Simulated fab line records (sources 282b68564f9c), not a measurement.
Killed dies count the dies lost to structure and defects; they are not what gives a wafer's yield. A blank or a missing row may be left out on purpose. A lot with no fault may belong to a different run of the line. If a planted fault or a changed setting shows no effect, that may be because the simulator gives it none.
fab line records	flow rit-cmos
[record] lots = 5	wafers = 23
route steps=202 shown NLDD@111 PLDD@122 PSD@150 SILICIDE@162 CONTACT@171 M1@184
start-h: start of the lot's first displayed wafer, in hours after the record's first day	wait-h: how many hours have passed since the lot's step before this one	" the same as in the row above	L1.1+2: a single row standing in for several wafers	- either no value or no given start	* or withheld: withheld	< > ~ a bound
route shown NAME@n: NAME is a module with steps in the file, n the number in the route of the first one	usual: the fault-free wafers' mean and standard deviation	same: alike in all rows	chamber/n: place in a boat	sites: the reading at each site	_std_site: the standard deviation of these	_edge_site: outer sites' mean less inner sites'	radius-mm: how far each site lies from the wafer's centre	mask NAME#n: copy n	behind: the most recent tool/chamber to have shaped the wafer	hold: what put the lot on hold/how long, in hours/how the hold closed	device: the n, p or np transistor that did not switch	end of line: tests run on the same wafers once the route is complete	a step with no rows: only its recipe	killed: the dies lost at the first sort to structure and to defects; this is not the yield of the wafer	map: a wafer's dies, marking killed ones x, the rest . and places with no die _
set.NAME: the setting as run; set.NAME@STEP: as run at that earlier step	model.NAME: the simulator's own value behind a step, which no gauge read
lots where settings were altered on purpose, with a table for each step and a row for each wafer
[[steps]]
[step RIT_NLDD_IMPLANT_08]
[recipe] species = P	energy-kev = 20	dose-cm2 = 5e+14	tilt-deg = 7
lot.wafer	tool	chamber	start-h	wait-h	set.energy-kev	model.implant.rp-nm	model.implant.drp-nm
L074.1+2+5	implanter-04	0	48.06	0.1	19.53	27.89	12.78
L074.3+6	"	0	"	"	20	28.34	12.97
L076.2+5+6	implanter-04	0	61.09	0.1	20	28.74	12.97
L080.1+3	implanter-02	0	76.14	0.1	20	27.49	12.97
L080.2+4+5	"	0	"	"	20.99	28.4	13.35
L083.1+4	implanter-03	0	89.53	0.1	19.05	27.59	12.59
L083.2+3+5	"	0	"	"	20	28.51	12.97
L085.1+2+4	implanter-02	0	98.01	0.1	20	28	12.97
L085.3+6	"	0	"	"	20.36	28.34	13.11
[step RIT_NLDD_STRIP_09]
[recipe] chemistry = O2	time-s = 180	resist = NOVOLAK	platen-temp-c = withheld	power-w = 500	pressure-mtorr = 4000	o2-flow-sccm = 4000
[step RIT_NLDD_TW_MEAS_10]
[usual] NLDD_TW = 2500/9.5
lot.wafer	tool	chamber	start-h	wait-h	set.energy-kev@NLDD_IMPLANT_08	NLDD_TW
L074.1	film-metro-01	-	48.38	0.1	19.53	2486
L074.2	"	-	"	"	19.53	2483
L074.3	"	-	"	"	20	2508
L074.5	"	-	"	"	19.53	2480
L074.6	"	-	"	"	20	2502
L076.2	film-metro-01	-	61.40	0.1	20	2514
L076.5	"	-	"	"	20	2508
L076.6	"	-	"	"	20	2505
L080.1	film-metro-04	-	76.47	0.1	20	2494
L080.2	"	-	"	"	20.99	2524
L080.3	"	-	"	"	20	2509
L080.4	"	-	"	"	20.99	2534
L080.5	"	-	"	"	20.99	2534
L083.1	film-metro-04	-	89.85	0.1	19.05	2463
L083.2	"	-	"	"	20	2518
L083.3	"	-	"	"	20	2498
L083.4	"	-	"	"	19.05	2460
L083.5	"	-	"	"	20	2495
L085.1	film-metro-03	-	98.33	0.1	20	2486
L085.2	"	-	"	"	20	2488
L085.3	"	-	"	"	20.36	2503
L085.4	"	-	"	"	20	2493
L085.6	"	-	"	"	20.36	2512
[step RIT_PLDD_IMPLANT_08]
[recipe] species = BF2	energy-kev = 20	dose-cm2 = 9e+14	tilt-deg = 7
lot.wafer	tool	chamber	start-h	wait-h	set.dose-cm2
L074.1+3+5	implanter-04	0	49.60	0.1	8.698e+14
L074.2+6	"	0	"	"	9e+14
L076.2+5+6	implanter-01	0	62.51	0.1	9e+14
L080.1+3+5	implanter-04	0	77.61	0.1	9e+14
L080.2+4	"	0	"	"	8.822e+14
L083.1+2+5	implanter-02	0	91.07	0.1	9.283e+14
L083.3+4	"	0	"	"	9e+14
L085.1+2+3+4+6	implanter-01	0	99.43	0.1	9e+14
[step RIT_PSD_IMPLANT_08]
[recipe] species = BF2	energy-kev = 27	dose-cm2 = 5e+15	tilt-deg = 7
lot.wafer	tool	chamber	start-h	wait-h	set.tilt-deg
L074.1+2+3	implanter-03	0	55.47	0.1	7
L074.5+6	"	0	"	"	7.354
L076.2+5+6	implanter-02	0	70.36	0.1	7
L080.1+2+5	implanter-03	0	84.82	0.1	7.78
L080.3+4	"	0	"	"	7
L083.1+2+4	implanter-02	0	96.88	0.1	7
L083.3+5	"	0	"	"	8.029
L085.1+2+3+4+6	implanter-02	0	104.79	0.1	7
[step RIT_PSD_STRIP_09]
[recipe] chemistry = O2	time-s = 180	resist = NOVOLAK	platen-temp-c = withheld	power-w = 500	pressure-mtorr = 4000	o2-flow-sccm = 4000
[step RIT_SDANNEAL_RS_MEAS_06]
[recipe] thk-meas-gauge = four-point-probe
[usual] PLDD_RS = 178.6/0.48
lot.wafer	tool	chamber	start-h	wait-h	set.dose-cm2@PLDD_IMPLANT_08	PLDD_RS[ohm/sq]
L074.1	film-metro-03	-	56.77	0.1	8.698e+14	182.5
L074.2	"	-	"	"	9e+14	178.7
L074.3	"	-	"	"	8.698e+14	182.1
L074.5	"	-	"	"	8.698e+14	182.0
L074.6	"	-	"	"	9e+14	179.3
L076.2	film-metro-04	-	71.41	0.1	9e+14	178.8
L076.5	"	-	"	"	9e+14	178.3
L076.6	"	-	"	"	9e+14	178.3
L080.1	film-metro-03	-	85.91	0.1	9e+14	178.3
L080.2	"	-	"	"	8.822e+14	180.2
L080.3	"	-	"	"	9e+14	178.7
L080.4	"	-	"	"	8.822e+14	180.4
L080.5	"	-	"	"	9e+14	179.0
L083.1	film-metro-04	-	97.93	0.1	9.283e+14	176.5
L083.2	"	-	"	"	9.283e+14	176.6
L083.3	"	-	"	"	9e+14	179.4
L083.4	"	-	"	"	9e+14	179.0
L083.5	"	-	"	"	9.283e+14	176.7
L085.1	film-metro-01	-	105.84	0.1	9e+14	178.2
L085.2	"	-	"	"	9e+14	178.6
L085.3	"	-	"	"	9e+14	178.7
L085.4	"	-	"	"	9e+14	178.8
L085.6	"	-	"	"	9e+14	178.5
[step RIT_SILICIDE_SPUTTER_01]
[recipe] material = Ti	target-thk-nm = 30	power-w = 350	chamber-pressure-pa = 0.667	gas = Ar	time-s = 240	substrate-temp-c = 25
lot.wafer	tool	chamber	start-h	wait-h	set.time-s	model.Ti_of_SILICIDE_SPUTTER_01.thk-nm
L074.1	pvd-sputter-04	-	57.02	0.0	218.4	26.79
L074.2	"	-	"	"	240	29.73
L074.3	"	-	"	"	240	29.81
L074.5	"	-	"	"	240	29.85
L074.6	"	-	"	"	218.4	27.01
L076.2	pvd-sputter-02	-	71.64	0.0	240	30.82
L076.5	"	-	"	"	240	30.18
L076.6	"	-	"	"	240	30.92
L080.1	pvd-sputter-04	-	86.16	0.0	240	30.2
L080.2	"	-	"	"	254	31.74
L080.3	"	-	"	"	254	31.85
L080.4	"	-	"	"	254	32.17
L080.5	"	-	"	"	240	29.85
L083.1	pvd-sputter-01	-	98.19	0.0	240	29.91
L083.2	"	-	"	"	224.1	27.91
L083.3	"	-	"	"	240	30.79
L083.4	"	-	"	"	224.1	28.27
L083.5	"	-	"	"	224.1	28.3
L085.1	pvd-sputter-01	-	106.09	0.0	240	30.79
L085.2	"	-	"	"	230.7	28.49
L085.3	"	-	"	"	230.7	29.19
L085.4	"	-	"	"	240	30.02
L085.6	"	-	"	"	230.7	28.77
[step RIT_SILICIDE_RS_MEAS_02]
[recipe] thk-meas-gauge = four-point-probe	reads = Ti_of_SILICIDE_SPUTTER_01
[usual] SILICIDE_TI_RS = 47.9/0.87
lot.wafer	tool	chamber	start-h	wait-h	set.time-s@SILICIDE_SPUTTER_01	SILICIDE_TI_RS[ohm/sq]
L074.1	film-metro-04	-	57.17	0.1	218.4	55.2
L074.2	"	-	"	"	240	48.4
L074.3	"	-	"	"	240	48.3
L074.5	"	-	"	"	240	48.2
L074.6	"	-	"	"	218.4	54.5
L076.2	film-metro-04	-	71.81	0.1	240	46.2
L076.5	"	-	"	"	240	47.6
L076.6	"	-	"	"	240	46.1
L080.1	film-metro-04	-	86.31	0.1	240	47.5
L080.2	"	-	"	"	254	44.7
L080.3	"	-	"	"	254	44.5
L080.4	"	-	"	"	254	44.0
L080.5	"	-	"	"	240	48.2
L083.1	film-metro-04	-	98.34	0.1	240	48.2
L083.2	"	-	"	"	224.1	52.4
L083.3	"	-	"	"	240	46.4
L083.4	"	-	"	"	224.1	51.7
L083.5	"	-	"	"	224.1	51.6
L085.1	film-metro-03	-	106.24	0.1	240	46.4
L085.2	"	-	"	"	230.7	51.1
L085.3	"	-	"	"	230.7	49.5
L085.4	"	-	"	"	240	47.9
L085.6	"	-	"	"	230.7	50.4
[step RIT_SILICIDE_THK_MEAS_03]
[recipe] thk-meas-gauge = xrf	reads = Ti_of_SILICIDE_SPUTTER_01
[usual] SILICIDE_TI_THK = 30.2/0.45
lot.wafer	tool	chamber	start-h	wait-h	set.time-s@SILICIDE_SPUTTER_01	SILICIDE_TI_THK[nm]
L074.1	film-metro-04	-	57.29	0.1	218.4	27.0
L074.2	"	-	"	"	240	29.9
L074.3	"	-	"	"	240	30.1
L074.5	"	-	"	"	240	30.0
L074.6	"	-	"	"	218.4	27.3
L076.2	film-metro-04	-	71.92	0.1	240	31.0
L076.5	"	-	"	"	240	30.3
L076.6	"	-	"	"	240	31.1
L080.1	film-metro-04	-	86.43	0.1	240	30.3
L080.2	"	-	"	"	254	32.0
L080.3	"	-	"	"	254	32.0
L080.4	"	-	"	"	254	32.3
L080.5	"	-	"	"	240	30.1
L083.1	film-metro-04	-	98.46	0.1	240	30.1
L083.2	"	-	"	"	224.1	28.1
L083.3	"	-	"	"	240	31.0
L083.4	"	-	"	"	224.1	28.4
L083.5	"	-	"	"	224.1	28.5
L085.1	film-metro-03	-	106.36	0.1	240	30.8
L085.2	"	-	"	"	230.7	28.5
L085.3	"	-	"	"	230.7	29.2
L085.4	"	-	"	"	240	30.2
L085.6	"	-	"	"	230.7	28.8
[step RIT_CONTACT_COAT_03]
[recipe] resist = NOVOLAK	spin-rpm = 3250	resist-thk-nm = 1000
lot.wafer	tool	chamber	start-h	wait-h	set.resist-thk-nm	model.NOVOLAK_of_CONTACT_COAT_03.thk-nm
L074.1	litho-track-04	0	57.78	0.1	1000	998.2
L074.2	"	0	"	"	1000	995.1
L074.3	"	0	"	"	1000	996.4
L074.5	"	0	"	"	1000	996.9
L074.6	"	0	"	"	1000	996.6
L076.2+6	litho-track-02	0	72.52	0.1	1000	1005
L076.5	"	0	"	"	1000	1006
L080.1	litho-track-02	0	86.93	0.1	1000	1000
L080.2	"	0	"	"	1057	1060
L080.3	"	0	"	"	1000	1005
L080.4	"	0	"	"	1057	1058
L080.5	"	0	"	"	1057	1062
L083.1+5	litho-track-02	0	98.95	0.1	1000	1005
L083.2	"	0	"	"	1055	1060
L083.3+4	"	0	"	"	1055	1058
L085.1	litho-track-02	0	106.85	0.1	1000	1005
L085.2	"	0	"	"	946.7	952.5
L085.3	"	0	"	"	946.7	951.7
L085.4	"	0	"	"	1000	1004
L085.6	"	0	"	"	1000	1009
[step RIT_CONTACT_SOFTBAKE_04]
[recipe] resist = NOVOLAK	temp-c = 90	time-s = 60
[step RIT_CONTACT_EXPOSE_05]
[recipe] mask-id = M11	na = 0.6	source-shape = conventional	sigma-outer = 0.5	target-cd-nm = 1000	dose-mj = 250
[step RIT_CONTACT_HARDBAKE_10]
[recipe] resist = NOVOLAK	temp-c = 140	time-s = 60
lot.wafer	tool	chamber	start-h	wait-h	set.resist-thk-nm@CONTACT_COAT_03	model.NOVOLAK_of_CONTACT_COAT_03.thk-nm
L074.1	litho-track-02	0	58.88	0.0	1000	881.7
L074.2	"	0	"	"	1000	879.1
L074.3	"	0	"	"	1000	880.2
L074.5	"	0	"	"	1000	880.6
L074.6	"	0	"	"	1000	880.4
L076.2	litho-track-04	0	73.62	0.0	1000	887.6
L076.5	"	0	"	"	1000	888.3
L076.6	"	0	"	"	1000	888
L080.1	litho-track-03	0	87.90	0.0	1000	883.4
L080.2	"	0	"	"	1057	936
L080.3	"	0	"	"	1000	887.6
L080.4	"	0	"	"	1057	934
L080.5	"	0	"	"	1057	937.6
L083.1	litho-track-04	0	99.92	0.0	1000	887.4
L083.2	"	0	"	"	1055	935.9
L083.3	"	0	"	"	1055	933.7
L083.4	"	0	"	"	1055	934.1
L083.5	"	0	"	"	1000	887.6
L085.1	litho-track-04	0	107.95	0.0	1000	887.4
L085.2	"	0	"	"	946.7	841.8
L085.3	"	0	"	"	946.7	841.1
L085.4	"	0	"	"	1000	887.2
L085.6	"	0	"	"	1000	890.8
[step RIT_CONTACT_ETCH_11]
[recipe] target-depth-a = 4800	over-etch-frac = 0.2	stop-on = TiSi2	chemistry = CHF3/CF4/Ar	target = SiO2	CHF3_flow_sccm = 50	cf4-flow-sccm = 10	Ar_flow_sccm = 100	O2_flow_sccm = 5	pressure-mtorr = 100	rf-w = 200	time-s = 320
lot.wafer	tool	chamber	start-h	wait-h	set.rf-w	set.resist-thk-nm@CONTACT_COAT_03	model.NOVOLAK_of_CONTACT_COAT_03.thk-nm
L074.1	rie-diel-02	0	59.03	0.1	209.8	1000	765.4
L074.2	"	2	"	"	200	1000	763.6
L074.3	"	1	"	"	209.8	1000	761.1
L074.5	"	2	"	"	200	1000	765.4
L074.6	"	3	"	"	209.8	1000	759.9
L076.2	rie-diel-01	3	73.74	0.1	200	1000	770
L076.5	"	1	"	"	200	1000	771.6
L076.6	"	2	"	"	200	1000	774.2
L080.1	rie-diel-02	0	88.05	0.1	200	1000	770.4
L080.2	"	2	"	"	186.5	1057	825.2
L080.3	"	3	"	"	200	1000	770.9
L080.4	"	1	"	"	200	1057	818.1
L080.5	"	0	"	"	186.5	1057	827.9
L083.1	rie-diel-02	3	100.07	0.1	200	1000	770.4
L083.2	"	1	"	"	200	1055	821
L083.3	"	2	"	"	200	1055	819.6
L083.4	"	0	"	"	192.6	1055	823.4
L083.5	"	0	"	"	192.6	1000	776.8
L085.1	rie-diel-02	1	108.10	0.1	212.7	1000	770.5
L085.2	"	3	"	"	200	946.7	725.7
L085.3	"	0	"	"	200	946.7	728.4
L085.4	"	2	"	"	200	1000	773.6
L085.6	"	0	"	"	212.7	1000	775.5
[step RIT_M1_SPUTTER_00]
[recipe] material = Al	target-thk-nm = 400	power-w = 2000	chamber-pressure-pa = 0.4	gas = Ar	time-s = 500	substrate-temp-c = 25
lot.wafer	tool	chamber	start-h	wait-h	set.time-s	model.Al_of_M1_SPUTTER_00.thk-nm
L074.1	pvd-sputter-03	-	59.87	0.0	500	399.7
L074.2	"	-	"	"	500	404
L074.3	"	-	"	"	458.9	360.7
L074.5	"	-	"	"	458.9	368.4
L074.6	"	-	"	"	458.9	365.3
L076.2	pvd-sputter-02	-	74.58	0.0	500	400
L076.5	"	-	"	"	500	401.9
L076.6	"	-	"	"	500	402.9
L080.1	pvd-sputter-03	-	88.89	0.0	500	403.5
L080.2	"	-	"	"	500	407.3
L080.3	"	-	"	"	568.1	453.5
L080.4	"	-	"	"	568.1	458.8
L080.5	"	-	"	"	568.1	463.9
L083.1	pvd-sputter-02	-	100.93	0.0	500	410.5
L083.2	"	-	"	"	542.1	446.4
L083.3	"	-	"	"	542.1	445.1
L083.4	"	-	"	"	500	405.2
L083.5	"	-	"	"	542.1	438.6
L085.1	pvd-sputter-02	-	108.94	0.0	566.3	445.7
L085.2	"	-	"	"	500	396.8
L085.3	"	-	"	"	566.3	442.4
L085.4	"	-	"	"	500	399.4
L085.6	"	-	"	"	566.3	448.3
[step RIT_M1_RS_MEAS_01]
[recipe] thk-meas-gauge = four-point-probe	reads = Al_of_M1_SPUTTER_00
[usual] M1_AL_RS = 0.0732/0.00092
lot.wafer	tool	chamber	start-h	wait-h	set.time-s@M1_SPUTTER_00	M1_AL_RS[ohm/sq]
L074.1	film-metro-03	-	60.17	0.1	500	0.0733
L074.2	"	-	"	"	500	0.0727
L074.3	"	-	"	"	458.9	0.0816
L074.5	"	-	"	"	458.9	0.0798
L074.6	"	-	"	"	458.9	0.0804
L076.2	film-metro-04	-	74.90	0.2	500	0.0736
L076.5	"	-	"	"	500	0.0732
L076.6	"	-	"	"	500	0.0729
L080.1	film-metro-04	-	89.18	0.1	500	0.0728
L080.2	"	-	"	"	500	0.0722
L080.3	"	-	"	"	568.1	0.0647
L080.4	"	-	"	"	568.1	0.0639
L080.5	"	-	"	"	568.1	0.0632
L083.1	film-metro-01	-	101.22	0.1	500	0.0716
L083.2	"	-	"	"	542.1	0.0656
L083.3	"	-	"	"	542.1	0.0659
L083.4	"	-	"	"	500	0.0724
L083.5	"	-	"	"	542.1	0.0668
L085.1	film-metro-01	-	109.24	0.1	566.3	0.0659
L085.2	"	-	"	"	500	0.0741
L085.3	"	-	"	"	566.3	0.0663
L085.4	"	-	"	"	500	0.0735
L085.6	"	-	"	"	566.3	0.0655
[step RIT_M1_THK_MEAS_02]
[recipe] thk-meas-gauge = xrf	reads = Al_of_M1_SPUTTER_00
[usual] M1_AL_THK = 399/5.3
lot.wafer	tool	chamber	start-h	wait-h	set.time-s@M1_SPUTTER_00	M1_AL_THK[nm]
L074.1	film-metro-03	-	60.29	0.1	500	396
L074.2	"	-	"	"	500	400
L074.3	"	-	"	"	458.9	358
L074.5	"	-	"	"	458.9	365
L074.6	"	-	"	"	458.9	362
L076.2	film-metro-04	-	75.01	0.1	500	395
L076.5	"	-	"	"	500	397
L076.6	"	-	"	"	500	398
L080.1	film-metro-04	-	89.30	0.1	500	400
L080.2	"	-	"	"	500	403
L080.3	"	-	"	"	568.1	450
L080.4	"	-	"	"	568.1	456
L080.5	"	-	"	"	568.1	462
L083.1	film-metro-01	-	101.34	0.1	500	408
L083.2	"	-	"	"	542.1	443
L083.3	"	-	"	"	542.1	442
L083.4	"	-	"	"	500	405
L083.5	"	-	"	"	542.1	437
L085.1	film-metro-01	-	109.36	0.1	566.3	443
L085.2	"	-	"	"	500	395
L085.3	"	-	"	"	566.3	441
L085.4	"	-	"	"	500	398
L085.6	"	-	"	"	566.3	444
[[key]]
[split] step = RIT_NLDD_IMPLANT_08	setting = energy-kev	stated = 20	by = wafer
[response] step = RIT_NLDD_IMPLANT_08	reading = model.implant.rp-nm	change = +0.189	per = 1%	r = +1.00
[response] step = RIT_NLDD_IMPLANT_08	reading = model.implant.drp-nm	change = +0.0782	per = 1%	r = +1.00
[response] step = RIT_NLDD_TW_MEAS_10	reading = NLDD_TW	change = +7.75	per = 1%	r = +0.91
[split] step = RIT_PLDD_IMPLANT_08	setting = dose-cm2	stated = 9e+14	by = wafer
[response] step = RIT_SDANNEAL_RS_MEAS_06	reading = PLDD_RS	change = -0.879	per = 1%	r = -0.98
[split] step = RIT_PSD_IMPLANT_08	setting = tilt-deg	stated = 7	by = wafer
response none clear
[split] step = RIT_SILICIDE_SPUTTER_01	setting = time-s	stated = 240	by = wafer
[response] step = RIT_SILICIDE_SPUTTER_01	reading = model.Ti_of_SILICIDE_SPUTTER_01.thk-nm	change = +0.332	per = 1%	r = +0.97
[response] step = RIT_SILICIDE_RS_MEAS_02	reading = SILICIDE_TI_RS	change = -0.702	per = 1%	r = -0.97
[response] step = RIT_SILICIDE_THK_MEAS_03	reading = SILICIDE_TI_THK	change = +0.336	per = 1%	r = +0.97
[split] step = RIT_CONTACT_COAT_03	setting = resist-thk-nm	stated = 1000	by = wafer
[response] step = RIT_CONTACT_COAT_03	reading = model.NOVOLAK_of_CONTACT_COAT_03.thk-nm	change = +9.99	per = 1%	r = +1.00
[response] step = RIT_CONTACT_HARDBAKE_10	reading = model.NOVOLAK_of_CONTACT_COAT_03.thk-nm	change = +8.74	per = 1%	r = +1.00
[response] step = RIT_CONTACT_ETCH_11	reading = model.NOVOLAK_of_CONTACT_COAT_03.thk-nm	change = +8.9	per = 1%	r = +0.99
[split] step = RIT_CONTACT_ETCH_11	setting = rf-w	stated = 200	by = wafer
response none clear
[split] step = RIT_M1_SPUTTER_00	setting = time-s	stated = 500	by = wafer
[response] step = RIT_M1_SPUTTER_00	reading = model.Al_of_M1_SPUTTER_00.thk-nm	change = +3.92	per = 1%	r = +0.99
[response] step = RIT_M1_RS_MEAS_01	reading = M1_AL_RS	change = -0.000668	per = 1%	r = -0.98
[response] step = RIT_M1_THK_MEAS_02	reading = M1_AL_THK	change = +3.89	per = 1%	r = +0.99
